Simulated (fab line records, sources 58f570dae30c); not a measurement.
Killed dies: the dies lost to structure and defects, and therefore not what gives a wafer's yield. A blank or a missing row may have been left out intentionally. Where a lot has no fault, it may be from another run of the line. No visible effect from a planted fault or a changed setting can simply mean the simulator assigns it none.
Which tool is to blame? / flow berkeleyCmos170 / 11 lots, 33 wafers sampled, at 1 step of a route of 331

== WHAT THE GAUGES SHOWED, per wafer ==
UCB170_PWELL_OVL_MEAS_13.
lot=L891; measured=day 2 22:17; on=overlay-01; PWELL_OVL (nm)=2 0 1
lot=L890; measured=day 2 22:32; on=overlay-01; PWELL_OVL (nm)=-6 -5 5
lot=L892; measured=day 3 07:31; on=overlay-01; PWELL_OVL (nm)=-6 -4 -8
lot=L900; measured=day 5 02:31; on=overlay-01; PWELL_OVL (nm)=-14 -5 1
lot=L903; measured=day 5 19:50; on=overlay-02; PWELL_OVL (nm)=-2 3 -3
lot=L905; measured=day 6 05:51; on=overlay-01; PWELL_OVL (nm)=-14 -16 -7
lot=L907; measured=day 6 15:21; on=overlay-02; PWELL_OVL (nm)=-2 0 -5
lot=L909; measured=day 6 21:50; on=overlay-02; PWELL_OVL (nm)=-4 0 4
lot=L910; measured=day 7 00:55; on=overlay-02; PWELL_OVL (nm)=0 1 -4
lot=L912; measured=day 7 15:26; on=overlay-02; PWELL_OVL (nm)=-12 -7 -10
lot=L913; measured=day 8 02:00; on=overlay-02; PWELL_OVL (nm)=-5 -7 -13

== TOOL THAT RAN EACH LOT (tool first, then ch and the chambers of the sampled wafers, then the start) ==
No process step before these readings appears in the record.

== THE ANSWER, worked out from the rows above alone ==
Rule: the lots themselves supply what counts as usual. Put in order of their means at a reading, lots are off if they are a third of the lots or fewer, leave a main group of 4 or more, and stand apart from it by a gap of 3 or more times the standard deviation of the main group's means; of several such gaps the widest counts. If all means in a main group match to the digits the tables above print for the reading, that group is not used. A lot without any number at a reading at which 4 lots or more have one is off too. All remaining lots with rows at the step are treated as sound.
No lot is off at any reading shown: from this, nothing can be told.

== WHAT THE SIMULATOR HAD INSERTED ==
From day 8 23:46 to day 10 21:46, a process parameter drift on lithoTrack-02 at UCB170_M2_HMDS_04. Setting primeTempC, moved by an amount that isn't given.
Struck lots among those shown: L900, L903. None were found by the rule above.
